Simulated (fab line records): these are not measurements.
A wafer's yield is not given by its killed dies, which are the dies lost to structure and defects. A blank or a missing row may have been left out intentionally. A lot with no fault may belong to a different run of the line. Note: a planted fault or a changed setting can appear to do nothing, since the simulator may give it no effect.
fab line records	flow rit_cmos
record lots=7	wafers=21	last_day=7
route steps=202 shown GATE@77 FOX2@80 M1@202
lots with no fault: from the same line, run without faults
start_h: hours from the record's first day to the start of the lot's first wafer shown	wait_h: hours since the lot's step before	" unchanged from the row above	L1.1+2: several wafers, shown together as one row	- no value, or no start was given	* or withheld: withheld	< > ~ a bound
route shown NAME@n: a module of which the file shows steps, and the number in the route of the first	usual: mean and standard deviation over wafers with no fault	same: alike in all rows	chamber/n: place in a boat	sites: each site's reading	_std_site: the values' standard deviation	_edge_site: the outer-site mean with the inner-site mean subtracted	radius_mm: how far each site lies from the wafer's centre	mask NAME#n: copy n	behind: tool/chamber where the wafer was last shaped	hold: why the lot went on hold/how many hours it stayed there/how the hold came to an end	device: the transistor (n, p or np) that didn't switch	end of line: tests of these same wafers at the route's end	where a step has no rows: the recipe by itself	killed: count of dies lost to structure and defects at first sort (not the wafer's yield)	map: per-die view of a wafer (x killed, . not killed, _ where there is no die)
set.NAME: the run value of the setting; set.NAME@STEP: its run value at that earlier step	model.NAME: the simulator's own value behind a step, which no gauge read
lots at some steps of the route; a table a step, a row a wafer
services: the hour from which a tool's chamber was out of use, counted from the record's first day as start_h (under 0 if before that day), plus the number of hours and why
## steps
# step RIT_GATE_CLEAN_02
# recipe chemistry=dHF	dilution=50:1	time_s=31.25
# step RIT_GATE_CLEAN_03
# recipe chemistry=SC2	mix=3:3:50	time_s=600	temp_c=75	dry=n2_spin
# step RIT_GATE_CLEAN_04
# recipe chemistry=dHF	dilution=50:1	time_s=60	dry=n2_spin
# step RIT_FOX2_THK_MEAS_91
# recipe reads=SiO2_of_FOX2_OXIDATION_00
# usual FIELD_OXIDE_LEFT_2_THK=257/8.1
lot.wafer	tool	chamber	start_h	wait_h	FIELD_OXIDE_LEFT_2_THK[nm]
L983.1	film_metro-03	-	68.20	0.0	257
L983.2	"	-	"	"	252
L983.5	"	-	"	"	258
L986.1	film_metro-03	-	84.06	0.0	244
L986.2	"	-	"	"	248
L986.6	"	-	"	"	245
L988.1	film_metro-02	-	92.63	0.0	259
L988.3	"	-	"	"	257
L988.4	"	-	"	"	258
L989.1	film_metro-03	-	97.13	0.0	268
L989.2	"	-	"	"	264
L989.3	"	-	"	"	260
L991.1	film_metro-02	-	108.55	0.0	254
L991.4	"	-	"	"	251
L991.6	"	-	"	"	256
L994.2	film_metro-03	-	121.98	0.0	251
L994.3	"	-	"	"	250
L994.6	"	-	"	"	251
L999.3	film_metro-01	-	146.90	0.0	261
L999.4	"	-	"	"	265
L999.5	"	-	"	"	261
# step RIT_GATE_OXIDATION_05
# recipe temp_c=900	ambient=O2	target_thk_a=30	ox_time_s=270
# step RIT_GATE_ANNEAL_06
# recipe temp_c=900	time_s=600	ambient=N2O
# step RIT_GATE_THK_MEAS_07
# recipe reads=SiO2_of_GATE_OXIDATION_05
# usual GATE_OXIDE_THK=3.01/0.09
lot.wafer	tool	chamber	start_h	wait_h	GATE_OXIDE_THK[nm]
L983.1	film_metro-03	-	69.58	0.0	3.03
L983.2	"	-	"	"	3.00
L983.5	"	-	"	"	3.06
L986.1	film_metro-01	-	87.36	0.0	2.81
L986.2	"	-	"	"	2.90
L986.6	"	-	"	"	2.83
L988.1	film_metro-02	-	94.71	0.0	2.98
L988.3	"	-	"	"	3.03
L988.4	"	-	"	"	2.93
L989.1	film_metro-02	-	98.52	0.0	2.94
L989.2	"	-	"	"	2.98
L989.3	"	-	"	"	3.02
L991.1	film_metro-01	-	109.94	0.0	3.05
L991.4	"	-	"	"	3.10
L991.6	"	-	"	"	3.03
L994.2	film_metro-01	-	124.70	0.0	2.96
L994.3	"	-	"	"	2.97
L994.6	"	-	"	"	2.93
L999.3	film_metro-03	-	149.47	0.0	3.06
L999.4	"	-	"	"	3.18
L999.5	"	-	"	"	3.09
# step RIT_GATE_CVD_08
# recipe material=poly-Si	target_thk_nm=250	temp_c=610	precursor=SiH4	time_s=2220	pressure_mtorr=300	sih4_flow_sccm=100
# step RIT_GATE_THK_MEAS_09
# recipe reads=poly-Si_of_GATE_CVD_08
# usual GATE_POLY_THK=249/3.1
lot.wafer	tool	chamber	start_h	wait_h	GATE_POLY_THK[nm]
L983.1	film_metro-03	-	71.26	0.0	244
L983.2	"	-	"	"	243
L983.5	"	-	"	"	243
L986.1	film_metro-02	-	89.03	0.0	247
L986.2	"	-	"	"	248
L986.6	"	-	"	"	251
L988.1	film_metro-02	-	96.39	0.0	251
L988.3	"	-	"	"	251
L988.4	"	-	"	"	251
L989.1	film_metro-03	-	100.19	0.0	251
L989.2	"	-	"	"	251
L989.3	"	-	"	"	252
L991.1	film_metro-01	-	111.61	0.0	258
L991.4	"	-	"	"	258
L991.6	"	-	"	"	258
L994.2	film_metro-01	-	126.38	0.0	253
L994.3	"	-	"	"	253
L994.6	"	-	"	"	252
L999.3	film_metro-02	-	151.15	0.0	251
L999.4	"	-	"	"	249
L999.5	"	-	"	"	250
# step RIT_GATE_HMDS_10
# recipe prime_time_s=60	prime_temp_c=140
# step RIT_GATE_COAT_11
# recipe resist=NOVOLAK	spin_rpm=4250	resist_thk_nm=850
# step RIT_GATE_SOFTBAKE_12
# recipe resist=NOVOLAK	temp_c=90	time_s=60
# step RIT_GATE_EXPOSE_13
# recipe mask_id=M6	na=0.6	source_shape=conventional	sigma_outer=0.6	target_cd_nm=150	dose_mj=380
# same na=0.6
lot.wafer	tool	chamber	start_h	wait_h	mask	model.GATE.overlay_x_nm
L983.1+2+5	iline_stepper-01	0	71.77	0.1	M6#0	0.6078
L986.1+2+6	iline_stepper-02	0	89.56	0.1	M6#0	0.4071
L988.1+3+4	iline_stepper-02	0	97.02	0.2	M6#0	-150.4
L989.1+2+3	iline_stepper-01	0	100.83	0.2	M6#0	0.2319
L991.1+4+6	iline_stepper-02	0	112.25	0.2	M6#0	-150.8
L994.2+3+6	iline_stepper-02	0	127.02	0.2	M6#0	-149.5
L999.3+4+5	iline_stepper-01	0	151.68	0.1	M6#0	0.4533
# step RIT_GATE_PEB_14
# recipe resist=NOVOLAK	temp_c=withheld	time_s=withheld
# step RIT_GATE_DEVELOP_15
# recipe resist=NOVOLAK	develop_time_s=48.59	dev_temp_c=23
# step RIT_GATE_CD_MEAS_16
# recipe target_cd_nm=150
# usual cd_nm=150.0/2.5
lot.wafer	tool	chamber	start_h	wait_h	cd_nm
L983.1	cd_sem-01	-	72.17	-	150.1
L983.2	"	-	"	"	149.1
L983.5	"	-	"	"	150.0
L986.1	cd_sem-02	-	89.99	-	149.1
L986.2	"	-	"	"	148.2
L986.6	"	-	"	"	151.0
L988.1	cd_sem-01	-	97.42	-	150.5
L988.3	"	-	"	"	150.4
L988.4	"	-	"	"	147.7
L989.1	cd_sem-02	-	101.30	-	149.6
L989.2	"	-	"	"	149.9
L989.3	"	-	"	"	149.9
L991.1	cd_sem-01	-	112.86	-	150.7
L991.4	"	-	"	"	149.9
L991.6	"	-	"	"	149.8
L994.2	cd_sem-01	-	127.45	-	146.7
L994.3	"	-	"	"	149.3
L994.6	"	-	"	"	146.7
L999.3	cd_sem-02	-	152.08	-	147.5
L999.4	"	-	"	"	148.1
L999.5	"	-	"	"	147.8
# step RIT_GATE_OVL_MEAS_17
# usual GATE_OVL=-0.7/1.3
lot.wafer	tool	chamber	start_h	wait_h	GATE_OVL[nm]
L983.1	overlay-02	-	72.29	0.1	-0.4
L983.2	"	-	"	"	-1.3
L983.5	"	-	"	"	-2.8
L986.1	overlay-01	-	90.11	0.1	-0.5
L986.2	"	-	"	"	0.2
L986.6	"	-	"	"	-0.2
L988.1	overlay-02	-	97.54	0.1	-153.1
L988.3	"	-	"	"	-150.8
L988.4	"	-	"	"	-152.1
L989.1	overlay-02	-	101.42	0.1	-1.7
L989.2	"	-	"	"	-0.2
L989.3	"	-	"	"	-2.7
L991.1	overlay-02	-	112.98	0.1	-151.7
L991.4	"	-	"	"	-152.2
L991.6	"	-	"	"	-152.4
L994.2	overlay-02	-	127.56	0.1	-151.5
L994.3	"	-	"	"	-152.2
L994.6	"	-	"	"	-150.0
L999.3	overlay-01	-	152.17	0.1	-0.6
L999.4	"	-	"	"	-0.2
L999.5	"	-	"	"	-2.1
# step RIT_GATE_HARDBAKE_18
# recipe resist=NOVOLAK	temp_c=140	time_s=60
# step RIT_M1_PROBE_99
# usual killed_at_M0_to_M3=0.0/0.2	killed_at_contacts=0.2/0.38	killed_at_front_end=6.7/3	killed_dies=6.9/3	killed_on_rim=1.8/1.4	killed_open=3.5/1.9	killed_short=3.3/2
# same gross_dies=264	killed_at_M4_up=0	killed_at_back_side=0	killed_at_other=0
lot.wafer	tool	chamber	start_h	wait_h	killed_at_M0_to_M3	killed_at_contacts	killed_at_front_end	killed_dies	killed_on_rim	killed_open	killed_short	model.etest.nldd.width_nm	model.etest.pldd.width_nm	model.etest.select_edge_diode_n.leak_log10_a	model.etest.select_edge_diode_p.leak_log10_a	model.etest.gate_end_array.leak_log10_a_um
L983.1	prober-02	-	93.89	0.1	1	0	8	9	4	3	5	3196	3202	-9.7	-10.49	-12.98
L983.2	prober-02	-	93.94	0.1	1	0	9	10	3	5	4	3178	3191	-9.854	-10.26	-12.79
L983.5	prober-02	-	94.09	0.2	1	0	6	7	1	4	2	3186	3185	-9.934	-10.34	-12.87
L986.1	prober-01	-	111.24	0.1	0	0	13	13	2	5	8	3228	3206	-9.622	-10.06	-12.74
L986.2	prober-01	-	111.29	0.1	0	0	5	5	1	3	2	3202	3191	-9.889	-10.28	-12.65
L986.6	prober-01	-	111.49	0.2	0	0	5	5	1	4	1	3202	3188	-9.778	-10.47	-12.6
L988.1	prober-01	-	118.17	0.1	0	0	10	10	3	7	3	3110	3100	-6.58	-7.638	-11.75
L988.3	prober-01	-	118.27	0.2	0	1	9	10	4	7	3	3103	3100	-7.008	-7.758	-11.99
L988.4	prober-01	-	118.32	0.2	0	0	10	10	1	3	7	3114	3093	-7.036	-7.691	-11.68
L989.1	prober-02	-	121.56	0.1	0	0	9	9	1	7	2	3210	3185	-9.66	-10.49	-12.85
L989.2	prober-02	-	121.61	0.1	0	0	6	6	1	4	2	3186	3180	-9.955	-10.51	-13.05
L989.3	prober-02	-	121.66	0.2	0	0	5	5	3	3	2	3209	3203	-9.725	-10.4	-12.79
L991.1	prober-02	-	133.45	0.1	0	0	7	7	1	2	5	3090	3119	-6.223	-6.526	-11.68
L991.4	prober-02	-	133.60	0.2	0	0	6	6	1	3	3	3117	3098	-6.296	-6.649	-11.7
L991.6	prober-02	-	133.70	0.2	0	0	3	3	3	2	1	3119	3127	-6.354	-6.865	-11.68
L994.2	prober-01	-	149.45	0.1	0	0	4	4	0	1	3	3133	3121	-6.456	-6.952	-11.45
L994.3	prober-01	-	149.50	0.2	0	0	4	4	1	3	1	3128	3122	-6.61	-7.274	-11.9
L994.6	prober-01	-	149.65	0.2	0	0	8	8	1	5	3	3096	3119	-6.486	-6.663	-11.7
L999.3	prober-02	-	172.43	0.2	0	0	14	14	4	9	5	3185	3182	-9.767	-10.47	-12.91
L999.4	prober-02	-	172.48	0.2	0	0	11	11	5	6	5	3169	3151	-9.955	-10.74	-13.11
L999.5	prober-02	-	172.53	0.2	0	0	11	11	4	7	4	3178	3179	-9.546	-10.43	-13.09
# killed by level:class
L983.1 GATE:geometric_particle:short=3 FOX2:geometric_particle:open=1 GATE:geometric_particle:open=1 REOX:geometric_particle:open=1 SPACER:geometric_particle:short=1 SILICIDE:geometric_particle:short=1 M1:coat_microbubble_printed=1
L983.2 SILICIDE:geometric_particle:short=3 GATE:geometric_particle:open=2 SPACER:geometric_particle:open=2 REOX:geometric_particle:short=1 SILICIDE:geometric_particle:open=1 M1:coat_microbubble_printed=1
L983.5 FOX2:geometric_particle:open=1 GATE:geometric_particle:short=1 GATE:geometric_particle:open=1 SPACER:geometric_particle:open=1 SILICIDE:geometric_particle:short=1 SILICIDE:geometric_particle:open=1 M1:coat_microbubble_printed=1
L986.1 SILICIDE:geometric_particle:short=4 FOX2:geometric_particle:open=2 GATE:geometric_particle:short=2 FOX1:geometric_particle:open=1 FOX1:geometric_particle:short=1 GATE:geometric_particle:open=1 SPACER:geometric_particle:short=1 SILICIDE:geometric_particle:open=1
L986.2 FOX1:geometric_particle:open=1 GATE:geometric_particle:short=1 SPACER:geometric_particle:open=1 SPACER:geometric_particle:short=1 SILICIDE:geometric_particle:open=1
L986.6 REOX:geometric_particle:open=2 SPACER:geometric_particle:open=1 SILICIDE:geometric_particle:short=1 SILICIDE:geometric_particle:open=1
L988.1 REOX:geometric_particle:open=2 SPACER:geometric_particle:open=2 SILICIDE:geometric_particle:open=2 FOX1:geometric_particle:short=1 GATE:geometric_particle:open=1 REOX:geometric_particle:short=1 SILICIDE:geometric_particle:short=1
L988.3 REOX:geometric_particle:open=2 SPACER:geometric_particle:open=2 GATE:geometric_particle:short=1 GATE:geometric_particle:open=1 REOX:geometric_particle:short=1 SILICIDE:geometric_particle:open=1 SILICIDE:geometric_particle:short=1 CONTACT:geometric_particle:open=1
L988.4 GATE:geometric_particle:short=5 GATE:geometric_particle:open=2 ACTIVE:geometric_particle:short=1 FOX1:geometric_particle:short=1 SPACER:geometric_particle:open=1
L989.1 GATE:geometric_particle:open=4 FOX1:geometric_particle:open=1 GATE:geometric_particle:short=1 SPACER:geometric_particle:open=1 SILICIDE:geometric_particle:open=1 SILICIDE:geometric_particle:short=1
L989.2 FOX1:geometric_particle:open=1 FOX2:geometric_particle:open=1 GATE:geometric_particle:short=1 GATE:geometric_particle:open=1 REOX:geometric_particle:short=1 REOX:geometric_particle:open=1
L989.3 GATE:geometric_particle:open=2 GATE:geometric_particle:short=2 FOX2:geometric_particle:open=1
L991.1 SILICIDE:geometric_particle:short=3 FOX1:geometric_particle:short=2 GATE:geometric_particle:open=1 REOX:geometric_particle:open=1
L991.4 REOX:geometric_particle:open=2 GATE:geometric_particle:open=1 GATE:geometric_particle:short=1 REOX:geometric_particle:short=1 SPACER:geometric_particle:short=1
L991.6 FOX2:geometric_particle:open=1 FOX2:geometric_particle:short=1 REOX:geometric_particle:open=1
L994.2 FOX1:geometric_particle:short=1 REOX:geometric_particle:short=1 SILICIDE:geometric_particle:short=1 SILICIDE:geometric_particle:open=1
L994.3 REOX:geometric_particle:open=2 GATE:geometric_particle:open=1 GATE:geometric_particle:short=1
L994.6 REOX:geometric_particle:open=2 FOX2:geometric_particle:open=1 GATE:geometric_particle:short=1 GATE:geometric_particle:open=1 REOX:geometric_particle:short=1 SILICIDE:geometric_particle:short=1 SILICIDE:geometric_particle:open=1
L999.3 GATE:geometric_particle:open=4 REOX:geometric_particle:open=4 GATE:geometric_particle:short=2 FOX1:geometric_particle:short=1 REOX:geometric_particle:short=1 SPACER:geometric_particle:short=1 SPACER:geometric_particle:open=1
L999.4 GATE:geometric_particle:open=3 GATE:geometric_particle:short=2 REOX:geometric_particle:short=2 REOX:geometric_particle:open=2 SPACER:geometric_particle:open=1 SPACER:geometric_particle:short=1
L999.5 GATE:geometric_particle:open=4 REOX:geometric_particle:short=3 FOX1:geometric_particle:open=2 SPACER:geometric_particle:open=1 SILICIDE:geometric_particle:short=1
## services
tool	chamber	start_h	hours	kind
iline_stepper-02	-	47.82	4.0	repair
iline_stepper-01	0	115.92	-	calibration
iline_stepper-01	-	150.46	0.9	repair
## key
first_sign step=RIT_GATE_OVL_MEAS_17	reading=GATE_OVL	direction=down	sigmas=99+	usual=-0.7	struck=-151.8
effect none on later readings
model_effect step=RIT_GATE_EXPOSE_13	value=GATE.overlay_x_nm	without=-0.2367	struck=-150.2
model_effect step=RIT_M1_PROBE_99	value=etest.nldd.width_nm	without=3186	struck=3112
met_at RIT_GATE_EXPOSE_13
struck_wafers L988.1,L988.3,L988.4,L991.1,L991.4,L991.6,L994.2,L994.3,L994.6
tester_left_out L988,L991,L994
onset_between 89.56 97.02
fault kind=scanner_matching_overlay	tool=iline_stepper-02	chamber=-	onset_h=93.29	steps=RIT_GATE_EXPOSE_13	offset=-150
# tester_left_out: of these lots the tester's yield and bins aren't shown, on N5 and GAA mostly nor the transistor test; their killed dies are dies lost to structure and defects alone, not to doping, threshold or leakage, so they don't give the yield
